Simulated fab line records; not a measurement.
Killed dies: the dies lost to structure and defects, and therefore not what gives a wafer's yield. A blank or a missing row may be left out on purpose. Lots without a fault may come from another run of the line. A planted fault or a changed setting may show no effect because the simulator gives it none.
The tool behind it: which one? + flow berkeley cmos170 + Sampling: 7 lots, 21 wafers, 2 of 331 route steps

## WHAT THE GAUGES SHOWED, per wafer
UCB170_NVT_TW_MEAS_09.
| lot  | measured     | on            | NVT_TW      |
|------|--------------|---------------|-------------|
| L497 | day 7 04:42  | film metro-04 | 529 526 531 |
| L499 | day 7 14:05  | film metro-04 | 530 531 528 |
| L503 | day 8 09:32  | film metro-04 | 30 30 30    |
| L507 | day 8 22:50  | film metro-02 | 30 30 30    |
| L508 | day 8 23:01  | film metro-02 | 526 528 525 |
| L513 | day 10 06:08 | film metro-03 | 517 516 513 |
| L517 | day 11 02:56 | film metro-02 | 523 522 525 |

## EACH LOT AND THE TOOL THAT RAN IT (in order: tool; ch and the chambers of the sampled wafers; start)
| lot  | UCB170_NVT_DEVELOP_05             |
|------|-----------------------------------|
| L497 | litho track-04 ch 0, day 7 04:00  |
| L499 | litho track-01 ch 0, day 7 13:00  |
| L503 | litho track-01 ch 0, day 8 09:00  |
| L507 | litho track-01 ch 0, day 8 22:00  |
| L508 | litho track-03 ch 0, day 8 22:00  |
| L513 | litho track-03 ch 0, day 10 05:00 |
| L517 | litho track-03 ch 0, day 11 02:00 |
- UCB170_NVT_DEVELOP_05: develop time 45 s.

## THE ANSWER, worked out from the rows above alone
Rule: what is usual is taken from the lots themselves. Put in order of their means at a reading, lots are off if they are a third of the lots or fewer, leave a main group of 4 or more, and stand apart from it by a gap of 3 or more times the standard deviation of the main group's means; of several such gaps the widest counts. Not used: any main group whose means are identical at the precision the tables above print for the reading. Also off: a lot with no number at a reading for which 4 or more lots have one. The other lots that the step has rows for count as sound.
Off: L503, L507, at UCB170_NVT_TW_MEAS_09 (NVT_TW). For the main group the mean is 525 and the standard deviation 5.2.
A tool fits if, at a process step before that reading, it ran every lot that is off, and no sound lot after the first of them. The gauges at UCB170_NVT_TW_MEAS_09 are tried like those tools. One fits: litho track-01 at UCB170_NVT_DEVELOP_05. A fault onset in the window from L499 (day 7 13:00, its last sound lot) to L503 (day 8 09:00, its first lot off) fits.

## WHAT WAS PUT IN BY THE SIMULATOR
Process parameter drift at UCB170_NVT_DEVELOP_05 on litho track-01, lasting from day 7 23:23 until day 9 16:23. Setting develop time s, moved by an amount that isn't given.
Lots struck among those shown: L503, L507. The rule above found the same.
